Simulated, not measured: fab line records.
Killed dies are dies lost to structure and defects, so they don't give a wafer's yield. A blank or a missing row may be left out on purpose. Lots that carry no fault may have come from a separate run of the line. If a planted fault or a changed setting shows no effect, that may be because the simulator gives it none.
Which tool did it?	flow berkeleyCmos170	Sampling: 14 lots, 42 wafers, 3 of 331 route steps

== WHAT EACH GAUGE READ, for each wafer ==
UCB170_PLDD_TW_MEAS_11.
lot	measured	on	PLDD_TW
L746	day 7 00:52	filmMetro-02	1023 1021 1017
L747	day 7 01:53	filmMetro-02	1024 1024 1018
L750	day 7 12:49	filmMetro-02	1027 1016 1020
L748	day 7 13:05	filmMetro-02	1024 1023 1021
L749	day 7 13:10	filmMetro-03	997 1004 989
L751	day 8 10:29	filmMetro-03	1003 996 1001
L757	day 9 21:35	filmMetro-01	944 950 943
L760	day 10 06:28	filmMetro-02	1014 1015 1016
L758	day 10 06:42	filmMetro-01	944 940 945
L762	day 11 00:14	filmMetro-03	1004 1002 1007
L766	day 11 11:49	filmMetro-02	1013 1012 1008
L764	day 11 12:07	filmMetro-02	1011 1011 1015
L769	day 12 02:47	filmMetro-02	1014 1014 1011
L768	day 12 03:01	filmMetro-03	997 999 999

UCB170_SDANNEAL_RS_MEAS_04: measurement is done with a four-point probe.
lot	measured	on	PLDD_RS (ohm/sq)
L746	day 7 18:07	filmMetro-02	1033.9 1032.5 1033.1
L747	day 7 18:08	filmMetro-01	1035.0 1033.7 1033.9
L750	day 8 01:40	filmMetro-03	1035.4 1036.3 1034.0
L748	day 8 02:04	filmMetro-01	1027.2 1026.7 1030.4
L749	day 8 01:52	filmMetro-02	1036.0 1032.9 1037.0
L751	day 9 02:24	filmMetro-03	1036.2 1033.0 1034.5
L757	day 10 11:10	filmMetro-01	1190.2 1190.4 1190.9
L760	day 10 19:29	filmMetro-02	1030.5 1029.3 1032.8
L758	day 10 19:39	filmMetro-03	1192.8 1189.9 1185.0
L762	day 11 15:29	filmMetro-01	1030.0 1029.0 1027.7
L766	day 12 00:10	filmMetro-03	1031.9 1032.7 1035.1
L764	day 12 00:59	filmMetro-03	1038.4 1034.6 1035.5
L769	day 12 15:58	filmMetro-02	1028.0 1026.9 1030.1
L768	day 13 06:34	filmMetro-02	1031.7 1034.2 1035.3

== TOOL THAT RAN EACH LOT (tool first, then ch and the chambers of the sampled wafers, then the start) ==
lot	UCB170_PLDD_IMPLANT_09
L746	implanter-02 ch 0, day 7 00:39
L747	implanter-03 ch 0, day 7 01:38
L750	implanter-04 ch 0, day 7 12:34
L748	implanter-02 ch 0, day 7 12:50
L749	implanter-04 ch 0, day 7 12:56
L751	implanter-02 ch 0, day 8 10:16
L757	implanter-02 ch 0, day 9 21:21
L760	implanter-04 ch 0, day 10 06:14
L758	implanter-02 ch 0, day 10 06:28
L762	implanter-04 ch 0, day 11 00:00
L766	implanter-04 ch 0, day 11 11:34
L764	implanter-04 ch 0, day 11 11:52
L769	implanter-04 ch 0, day 12 02:32
L768	implanter-03 ch 0, day 12 02:46
- UCB170_PLDD_IMPLANT_09

== AS READ BY THE TOOLS THEMSELVES (means over the sampled wafers that have a number; for cases with no such wafer, the mark the record gives instead) ==
UCB170_PLDD_IMPLANT_09.
lot	tool	beamOnS (s)	doseIonsCm2	faradayCurrentUA	tiltDeg (degrees)
L746	implanter-02	9.73	5.008e+13	163	7.031
L747	implanter-03	10.09	4.997e+13	157	7.008
L750	implanter-04	9.83	4.999e+13	161	7.005
L748	implanter-02	9.94	4.993e+13	160	6.993
L749	implanter-04	9.88	4.992e+13	161	7.011
L751	implanter-02	10.12	4.996e+13	156	7.004
L757	implanter-02	10.15	3.347e+13	105	7.000
L760	implanter-04	9.96	4.995e+13	159	7.016
L758	implanter-02	9.94	3.349e+13	107	6.989
L762	implanter-04	10.00	4.998e+13	158	7.007
L766	implanter-04	10.20	5.001e+13	156	7.036
L764	implanter-04	10.13	4.998e+13	157	7.010
L769	implanter-04	10.02	5.006e+13	157	7.007
L768	implanter-03	9.99	5.004e+13	159	7.007

== THE ANSWER, worked out from the rows above alone ==
Rule: what is usual is taken from the lots themselves. The widest of any qualifying gaps counts: lots, ordered by their means at a reading, are off when they make up no more than a third of the lots, leave a main group of 4 or more, and stand apart from it by 3 or more times the standard deviation of that group's means. If all means in a main group match to the digits the tables above print for the reading, that group is not used. A lot without any number at a reading at which 4 lots or more have one is off too. All remaining lots with rows at the step are treated as sound. After the gauges, taken in route order, come the tools' own readings; for these a lot's mean is taken, as printed above. At the first step where some lot is off, the reading lying furthest off is the one used; lots without a number count as furthest.
Off: L757, L758, seen at UCB170_PLDD_TW_MEAS_11 (PLDD_TW). The main group: mean 1011, standard deviation 9.1.
If a tool, at a process step before that reading, ran all the lots that are off and no sound lot after the first of them, it fits. The gauges at UCB170_PLDD_TW_MEAS_11 aren't tried: what is off there is off at UCB170_PLDD_IMPLANT_09 too, on other tools, and a gauge's error can't cause that. One candidate fits, namely implanter-02 at UCB170_PLDD_IMPLANT_09. Its last sound lot is L751 (day 8 10:16), its first lot that is off L757 (day 9 21:21): a fault that began between those two fits.
The tool's own readings at UCB170_PLDD_IMPLANT_09 bear it out: on the lots that are off they differ by more than 5 times the standard deviation of the sound lots' means. doseIonsCm2 reads 3.348e+13 there against 4.999e+13 on the sound lots; faradayCurrentUA reads 106 there against 159 on the sound lots.

== WHAT THE SIMULATOR PUT IN ==
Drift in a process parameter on implanter-02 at UCB170_PLDD_IMPLANT_09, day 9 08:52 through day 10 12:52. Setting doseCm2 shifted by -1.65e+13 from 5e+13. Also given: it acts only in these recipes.
Struck lots among those shown: L757, L758. This agrees with what the rule above found.
